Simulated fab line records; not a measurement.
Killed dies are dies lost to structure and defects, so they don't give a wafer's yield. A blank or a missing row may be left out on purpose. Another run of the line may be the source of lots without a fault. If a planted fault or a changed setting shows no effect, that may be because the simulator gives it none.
Which of the tools did it? | flow berkeley-cmos170 | Sampling: 12 lots, 36 wafers, 2 of 331 route steps

## WHAT EACH GAUGE READ, for each wafer
UCB170_GATE_THK_MEAS_05. Usual: GATE_POLY_THK gives 214.0 nm (standard deviation 2).
lot  | measured     | on            | GATE_POLY_THK (nm) | flag
L322 | day 7 01:18  | film-metro-02 | 218.2 215.7 216.7  |
L323 | day 7 01:17  | film-metro-04 | 212.2 212.1 212.2  |
L324 | day 7 16:39  | film-metro-03 | 384.0 383.2 384.8  | OFF
L325 | day 7 16:40  | film-metro-04 | 387.2 386.4 386.7  | OFF
L326 | day 8 04:11  | film-metro-02 | 213.0 215.2 213.5  |
L335 | day 10 04:04 | film-metro-02 | 214.7 214.7 214.8  |
L336 | day 10 04:05 | film-metro-04 | 211.7 210.0 211.5  |
L341 | day 11 11:35 | film-metro-04 | 211.7 213.5 213.3  |
L342 | day 11 11:35 | film-metro-02 | 214.4 211.3 213.0  |
L343 | day 11 20:38 | film-metro-04 | 218.9 215.8 216.7  |
L344 | day 11 20:37 | film-metro-02 | 214.1 215.1 214.2  |
L345 | day 12 06:40 | film-metro-03 | 214.1 213.7 213.8  |

## TOOL THAT RAN EACH LOT (tool first, then ch and the chambers of the sampled wafers, then the start)
lot  | UCB170_GATE_CVD_04
L322 | lpcvd-02 ch 1, day 6 23:53
L323 | lpcvd-02 ch 1, day 6 23:53
L324 | lpcvd-02 ch 1, day 7 15:15
L325 | lpcvd-02 ch 1, day 7 15:15
L326 | lpcvd-01 ch 0, day 8 02:46
L335 | lpcvd-01 ch 1, day 10 02:40
L336 | lpcvd-01 ch 1, day 10 02:40
L341 | lpcvd-01 ch 1, day 11 10:11
L342 | lpcvd-01 ch 1, day 11 10:11
L343 | lpcvd-02 ch 0, day 11 18:31
L344 | lpcvd-02 ch 0, day 11 18:31
L345 | lpcvd-02 ch 1, day 12 04:32
- UCB170_GATE_CVD_04: deposits poly-Si from SiH4, time 1440 s, target thk 214 nm.

## AS READ BY THE TOOLS THEMSELVES (means over the sampled wafers that have a number; for cases with no such wafer, the mark the record gives instead)
The record holds no such reading with a usual standard deviation.

## THE ANSWER, worked out from the rows above alone
Rule: a lot counts as off when the mean over its wafers that have a number is more than 3 standard deviations away from the usual mean. A lot without any number at a reading at which 4 lots or more have one is off too. The other lots that the step has rows for count as sound. Order of review: gauges by route order, followed by the tools' own readings, for which a lot's mean as printed above is used. At the first step where some lot is off, the reading lying furthest off is the one used; lots without a number count as furthest.
Off: at UCB170_GATE_THK_MEAS_05 (GATE_POLY_THK), L324, L325.
If a tool, at a process step before that reading, ran all the lots that are off and no sound lot after the first of them, it fits. The gauges at UCB170_GATE_THK_MEAS_05 are tried like those tools. Not one of the candidates tried fits.

## WHAT THE SIMULATOR HAD INSERTED
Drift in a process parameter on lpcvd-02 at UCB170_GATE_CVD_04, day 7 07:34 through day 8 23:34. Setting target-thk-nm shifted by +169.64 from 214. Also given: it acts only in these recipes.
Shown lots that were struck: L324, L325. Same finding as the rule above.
